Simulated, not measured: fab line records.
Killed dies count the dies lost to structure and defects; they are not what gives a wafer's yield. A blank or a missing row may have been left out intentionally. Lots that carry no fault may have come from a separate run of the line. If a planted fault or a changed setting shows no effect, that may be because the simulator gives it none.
A lot that was struck, set against a sound lot    flow berkeleyCmos170    31 out of 331 route steps
Sound: wafers L552.1, L552.2, L552.5. Struck: wafers L563.1, L563.3, L563.6. At the end, the cause is stated.
For every step that has rows: the tool of each side, followed by ch and its chambers, followed by its first start. Under that, the readings that differ: sound wafers    struck wafers    difference of the means    sigmas: that difference in standard deviations of wafers without a fault.
alike: readings with means less than 2 such deviations apart, plus words and numbers identical on both sides. not compared: withheld readings, readings lacking a value on some wafer, bounds such as >300 that could conceal the same value, and numbers that have no deviation in the record and whose values overlap.
A row with sigmas, a row that says differs or no value, or rows on one side alone: a step with any of these is where the two part. Numbers that have no deviation but don't overlap get no sigmas and don't part them. A reading missing from all wafers of one side parts the sides only when that side holds two or more wafers.

first, 1 step without rows for these wafers: UCB170_SDANNEAL_RTA_01 (time 5.165 s).
UCB170_SDANNEAL_RS_MEAS_02: the measuring method here is four-point-probe.
  sound: filmMetro-01 at day 8 05:50; struck: filmMetro-04 at day 10 16:10
  alike: PSD_RS
UCB170_SDANNEAL_RS_MEAS_03: the measuring method here is four-point-probe.
  sound: filmMetro-01 at day 8 05:57; struck: filmMetro-04 at day 10 16:17
  alike: NSD_RS
UCB170_SDANNEAL_RS_MEAS_04: the measuring method here is four-point-probe.
  sound: filmMetro-01 at day 8 06:04; struck: filmMetro-04 at day 10 16:24
  alike: PLDD_RS
UCB170_SDANNEAL_RS_MEAS_05: the measuring method here is four-point-probe.
  sound: filmMetro-01 at day 8 06:11; struck: filmMetro-04 at day 10 16:31
  alike: NLDD_RS
then, 1 step without rows for these wafers: UCB170_SILICIDE_PRE_CLEAN_00 (preclean etch time 60 s).
UCB170_SILICIDE_SPUTTER_01: material Ti, target thk 30 nm, time 25 s.
  sound: pvdSputter-04 at day 8 06:22; struck: pvdSputter-04 at day 10 16:42
  alike: throttleValvePct
UCB170_SILICIDE_RS_MEAS_02: the measuring method here is four-point-probe.
  sound: filmMetro-02 at day 8 06:24; struck: filmMetro-02 at day 10 16:44
  alike: SILICIDE_TI_RS
UCB170_SILICIDE_THK_MEAS_03: measures by xrf.
  sound: filmMetro-02 at day 8 06:31; struck: filmMetro-02 at day 10 16:51
  alike: SILICIDE_TI_THK
UCB170_SILICIDE_RTA_04: time 15 s.
  sound on rtpAnneal-01 ch 0, day 8 06:35; struck on rtpAnneal-01 ch 0, day 10 16:55
  alike: lampPowerPct, wafer_temp_C_max
then, 2 steps without rows for these wafers: UCB170_SILICIDE_WET_ETCH_05 (etches Ti in SPM, time 45 s); UCB170_CONTACT_CLEAN_00 (cleans in SPM, time 600 s).
UCB170_CONTACT_CVD_01: deposits PSG from SiH4/O2/PH3, target thk 700 nm, time 2820 s.
  sound on lpcvd-02 ch 1, day 8 06:52; struck on lpcvd-02 ch 1, day 10 17:11
reading                                 sound              struck             difference  sigmas
model.PSG_of_CONTACT_CVD_01.thkNm (nm)  703.7 696.6 702.8  888.1 881.2 878.5  +181.6      
  alike: susceptorTempC
UCB170_CONTACT_THK_MEAS_02:
  sound: filmMetro-04 at day 8 08:39; struck: filmMetro-01 at day 10 18:58
reading               sound        struck       difference  sigmas
CONTACT_PSG_THK (nm)  703 697 702  889 881 879  +182        +32
then, 3 steps without rows for these wafers: UCB170_CONTACT_HMDS_03 (prime time 60 s); UCB170_CONTACT_COAT_04 (resist thk 900 nm); UCB170_CONTACT_SOFTBAKE_05 (time 60 s).
UCB170_CONTACT_STRIP_06: strips in O2.
  sound on plasmaAsher-03 ch 0,1, day 8 09:10; struck on plasmaAsher-03 ch 0,1, day 10 19:37
  alike: drypumpMotorCurrentA, oesProductAu, stripTimeToEndpointS
  not compared: rfHoursCounterH
then, 8 steps without rows for these wafers: UCB170_CONTACT_CLEAN_07 (cleans in SPM, time 600 s); UCB170_CONTACT_RTA_08 (time 10 s); UCB170_CONTACT_COAT_09; UCB170_CONTACT_COAT_10 (resist thk 900 nm); UCB170_CONTACT_SOFTBAKE_11 (time 60 s); UCB170_CONTACT_EXPOSE_12 (exposes mask CONT, target cd 700 nm); UCB170_CONTACT_PEB_13; UCB170_CONTACT_DEVELOP_14 (develop time 45 s).
UCB170_CONTACT_CD_MEAS_15: the cd target is 700 nm.
  sound: cdSem-01 at day 8 10:28; struck: cdSem-01 at day 10 20:59
  alike: cdNm
UCB170_CONTACT_OVL_MEAS_16:
  sound: overlay-01 at day 8 10:35; struck: overlay-01 at day 10 21:07
  alike: CONTACT_OVL
UCB170_CONTACT_ETCH_17: etches BARC in N2/H2.
  sound on rieDiel-04 ch 0,1,3, day 8 10:38; struck on rieDiel-02 ch 2,3, day 10 21:09
  alike: drypumpMotorCurrentA, h2FlowSccm, oesProductAu, throttleValvePct
UCB170_CONTACT_ETCH_18: etches PSG in CHF3/CF4/Ar, stops on TiSi2, target depth 840 nm, time 195 s.
  sound: rieDiel-04 ch 0,1,3; struck: rieDiel-02 ch 2,3
reading                            sound              struck             difference  sigmas
oesProductAu (a.u.)                0.891 0.875 0.870  0.977 0.959 0.969  +0.090      +7
model.etch.depthNm (nm)            703.7 696.6 702.8  840.7 810.5 834.6  +127.6      
model.CONTACT.featureDepthNm (nm)  703.7 696.6 702.8  840.7 810.5 834.6  +127.6      
  alike: drypumpMotorCurrentA, throttleValvePct
  not compared: rfHoursCounterH
UCB170_CONTACT_STRIP_19: strips in O2.
  sound on plasmaAsher-01 ch 0,1, day 8 10:48; struck on plasmaAsher-03 ch 1, day 10 21:19
  alike: drypumpMotorCurrentA, oesProductAu
  not compared: rfHoursCounterH

WHERE THEY PART
Last at UCB170_CONTACT_ETCH_18 as far as this record goes, first at UCB170_CONTACT_THK_MEAS_02. Later steps at which nothing parts them and some readings are alike: UCB170_CONTACT_STRIP_19.

WHY: what had been put in by the simulator
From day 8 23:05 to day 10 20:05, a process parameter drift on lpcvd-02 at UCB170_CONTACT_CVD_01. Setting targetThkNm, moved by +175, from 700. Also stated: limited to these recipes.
